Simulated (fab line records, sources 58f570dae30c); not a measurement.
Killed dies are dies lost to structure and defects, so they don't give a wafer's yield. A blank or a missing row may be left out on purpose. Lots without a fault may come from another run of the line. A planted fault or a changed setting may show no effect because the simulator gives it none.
Which tool did it? | flow berkeley_cmos170 | 16 lots, 48 wafers sampled, at 5 steps of a route of 331

WHAT THE GAUGES READ, wafer by wafer
UCB170_WELLDRIVE_THK_MEAS_02.
lot  | measured    | on            | WELLDRIVE_OXIDE_THK (nm)
L135 | day 4 05:56 | film_metro-04 | 199 198 198
L137 | day 4 19:15 | film_metro-03 | 204 202 202
L138 | day 5 03:49 | film_metro-03 | 202 199 197
L139 | day 5 03:48 | film_metro-04 | 193 194 196
L140 | day 5 03:50 | film_metro-04 | 197 200 196
L141 | day 5 03:52 | film_metro-01 | 198 196 198
L142 | day 5 23:34 | film_metro-04 | 196 197 194
L143 | day 5 23:34 | film_metro-03 | 200 198 198
L145 | day 6 08:44 | film_metro-01 | 178 179 178
L147 | day 6 08:46 | film_metro-03 | 177 175 175
L144 | day 6 13:36 | film_metro-03 | 178 173 173
L146 | day 6 13:35 | film_metro-04 | 179 181 178
L150 | day 6 20:24 | film_metro-04 | 202 197 199
L153 | day 7 11:53 | film_metro-01 | 204 206 204
L154 | day 7 11:53 | film_metro-04 | 204 205 203
L158 | day 8 16:17 | film_metro-01 | 199 196 199

UCB170_ACTIVE_CD_MEAS_13: target cd 1200 nm.
lot  | measured    | on        | cd_nm (nm)
L135 | day 5 09:39 | cd_sem-02 | 1202.0 1202.6 1202.3
L137 | day 5 18:45 | cd_sem-01 | 1195.6 1198.9 1196.9
L138 | day 6 01:28 | cd_sem-02 | 1200.8 1200.6 1201.1
L139 | day 6 01:47 | cd_sem-01 | 1202.2 1204.0 1202.9
L140 | day 6 01:55 | cd_sem-02 | 1198.6 1198.8 1199.5
L141 | day 6 01:37 | cd_sem-02 | 1200.2 1199.5 1199.3
L142 | day 6 19:46 | cd_sem-02 | 1201.4 1200.9 1201.2
L143 | day 6 19:56 | cd_sem-01 | 1201.5 1199.6 1200.7
L145 | day 7 05:27 | cd_sem-01 | 1197.7 1199.8 1200.1
L147 | day 7 06:32 | cd_sem-02 | 1199.0 1198.3 1198.7
L144 | day 7 06:01 | cd_sem-01 | 1200.4 1201.0 1200.6
L146 | day 7 06:50 | cd_sem-02 | 1201.3 1199.2 1200.9
L150 | day 7 16:55 | cd_sem-02 | 1200.0 1201.4 1200.0
L153 | day 8 06:12 | cd_sem-01 | 1201.0 1202.1 1201.4
L154 | day 8 06:28 | cd_sem-02 | 1199.4 1198.2 1198.3
L158 | day 9 20:52 | cd_sem-01 | 1202.4 1200.5 1199.6

UCB170_SDANNEAL_RS_MEAS_03: measures by four-point-probe.
lot  | measured     | on            | NSD_RS (ohm/sq)
L135 | day 8 05:56  | film_metro-01 | 37.43 37.31 37.31
L137 | day 8 14:04  | film_metro-01 | 37.18 37.13 37.26
L138 | day 8 21:20  | film_metro-01 | 37.27 37.30 37.40
L139 | day 8 21:49  | film_metro-02 | 37.47 37.41 37.36
L140 | day 8 22:14  | film_metro-04 | 37.28 37.26 37.26
L141 | day 8 21:31  | film_metro-04 | 37.37 37.48 37.36
L142 | day 10 02:05 | film_metro-04 | 37.31 37.23 37.26
L143 | day 10 01:52 | film_metro-01 | 37.18 37.22 37.14
L145 | day 10 14:57 | film_metro-01 | 37.16 37.12 37.18
L147 | day 10 15:46 | film_metro-04 | 37.17 37.08 37.19
L144 | day 10 16:04 | film_metro-01 | 37.24 37.19 37.30
L146 | day 10 15:35 | film_metro-02 | 37.43 37.40 37.42
L150 | day 11 06:05 | film_metro-01 | 37.32 37.34 37.37
L153 | day 11 21:48 | film_metro-04 | 37.37 37.30 37.32
L154 | day 11 22:41 | film_metro-02 | 37.44 37.46 37.42
L158 | day 12 22:24 | film_metro-04 | 37.25 37.31 37.22

UCB170_V1_CD_MEAS_12: target cd 700 nm.
lot  | measured     | on        | cd_nm (nm)
L135 | day 8 18:31  | cd_sem-02 | 701.1 701.2 702.6
L137 | day 9 03:17  | cd_sem-02 | 699.2 699.2 699.7
L138 | day 9 13:40  | cd_sem-01 | 701.1 702.2 699.2
L139 | day 9 13:56  | cd_sem-01 | 699.8 700.2 700.0
L140 | day 9 13:31  | cd_sem-02 | 701.2 700.3 701.6
L141 | day 9 13:18  | cd_sem-01 | 699.7 700.0 699.9
L142 | day 10 18:40 | cd_sem-02 | 700.7 702.0 701.1
L143 | day 10 17:10 | cd_sem-01 | 699.5 699.2 698.3
L145 | day 11 02:46 | cd_sem-01 | 699.4 699.7 699.6
L147 | day 11 05:28 | cd_sem-02 | 701.8 701.2 702.5
L144 | day 11 06:22 | cd_sem-02 | 701.3 700.6 701.1
L146 | day 11 06:05 | cd_sem-01 | 698.5 698.6 699.6
L150 | day 11 18:54 | cd_sem-02 | 700.5 699.1 700.5
L153 | day 12 10:13 | cd_sem-01 | 700.0 699.9 700.4
L154 | day 12 12:14 | cd_sem-01 | 700.2 701.6 701.5
L158 | day 13 10:08 | cd_sem-02 | 698.9 699.4 697.9

WHICH TOOL RAN EACH LOT (tool, then ch and the chambers of the sampled wafers, then the start)
lot  | UCB170_WELLDRIVE_OXIDATION_01
L135 | furnace-04 ch 0, day 4 02:24
L137 | furnace-04 ch 0, day 4 15:44
L138 | furnace-01 ch 0, day 5 00:17
L139 | furnace-01 ch 0, day 5 00:17
L140 | furnace-01 ch 0, day 5 00:17
L141 | furnace-01 ch 0, day 5 00:17
L142 | furnace-04 ch 0, day 5 20:03
L143 | furnace-04 ch 0, day 5 20:03
L145 | furnace-04 ch 0, day 6 05:14
L147 | furnace-04 ch 0, day 6 05:14
L144 | furnace-04 ch 0, day 6 10:05
L146 | furnace-04 ch 0, day 6 10:05
L150 | furnace-02 ch 0, day 6 16:54
L153 | furnace-01 ch 0, day 7 08:23
L154 | furnace-01 ch 0, day 7 08:23
L158 | furnace-01 ch 0, day 8 12:47
- UCB170_WELLDRIVE_OXIDATION_01: target thk 199 nm, ox time 9000 s.

WHAT THE TOOLS THEMSELVES READ (means of the sampled wafers that have a number; where no wafer has one, the mark that the record gives instead)
UCB170_WELLDRIVE_OXIDATION_01.
lot  | tool       | spike_tc_centre_C (C) | spike_tc_load_C (C) | spike_tc_source_C (C)
L135 | furnace-04 | 1103.2                | 1130.0              | 1130.5
L137 | furnace-04 | 1103.6                | 1129.4              | 1131.2
L138 | furnace-01 | 1101.7                | 1123.8              | 1129.2
L139 | furnace-01 | 1102.3                | 1124.9              | 1127.9
L140 | furnace-01 | 1102.1                | 1123.9              | 1128.6
L141 | furnace-01 | 1102.0                | 1124.7              | 1128.6
L142 | furnace-04 | 1102.5                | 1128.7              | 1131.3
L143 | furnace-04 | 1103.3                | 1130.6              | 1130.9
L145 | furnace-04 | 1086.6                | 1112.9              | 1116.0
L147 | furnace-04 | 1088.2                | 1113.1              | 1114.9
L144 | furnace-04 | 1086.0                | 1113.3              | 1114.9
L146 | furnace-04 | 1087.1                | 1113.4              | 1115.1
L150 | furnace-02 | 1101.6                | 1130.9              | 1124.3
L153 | furnace-01 | 1102.2                | 1124.1              | 1128.4
L154 | furnace-01 | 1101.6                | 1124.2              | 1128.8
L158 | furnace-01 | 1101.4                | 1124.1              | 1129.9

THE ANSWER, worked out from the rows above alone
Rule: what is usual is taken from the lots themselves. Put in order of their means at a reading, lots are off if they are a third of the lots or fewer, leave a main group of 4 or more, and stand apart from it by a gap of 3 or more times the standard deviation of the main group's means; of several such gaps the widest counts. A main group whose means are all the same, to the digits that the tables above print for the reading, isn't used. A lot without any number at a reading at which 4 lots or more have one is off too. The other lots that the step has rows for count as sound. The gauges are gone through in route order, then the tools' own readings, and for those a lot's mean is taken as printed above. The first step at which some lot is off is used, and at that step the reading that is off furthest; a lot without a number counts as furthest.
Off: L145, L147, L144, L146, at UCB170_WELLDRIVE_THK_MEAS_02 (WELLDRIVE_OXIDE_THK). The main group: mean 199 nm, standard deviation 3.
A tool fits if, at a process step before that reading, it ran every lot that is off, and no sound lot after the first of them. The gauges at UCB170_WELLDRIVE_THK_MEAS_02 aren't tried: what is off there is off at UCB170_WELLDRIVE_OXIDATION_01 too, on other tools, and a gauge's error can't cause that. One fits: furnace-04 at UCB170_WELLDRIVE_OXIDATION_01. Its last sound lot is L142 (day 5 20:03), its first lot that is off L145 (day 6 05:14): a fault that began between those two fits.
The tool's own readings at UCB170_WELLDRIVE_OXIDATION_01 bear it out: on the lots that are off they differ by more than 5 times the standard deviation of the sound lots' means. spike_tc_centre_C reads 1087.0 C there against 1102.3 C on the sound lots; spike_tc_source_C reads 1115.2 C there against 1129.1 C on the sound lots.

WHAT THE SIMULATOR HAD PUT IN
Process parameter drift: furnace-04, from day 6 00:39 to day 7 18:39, at UCB170_WELLDRIVE_OXIDATION_01. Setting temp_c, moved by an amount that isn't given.
Lots struck among those shown: L145, L147, L146, L144. The rule above found the same.
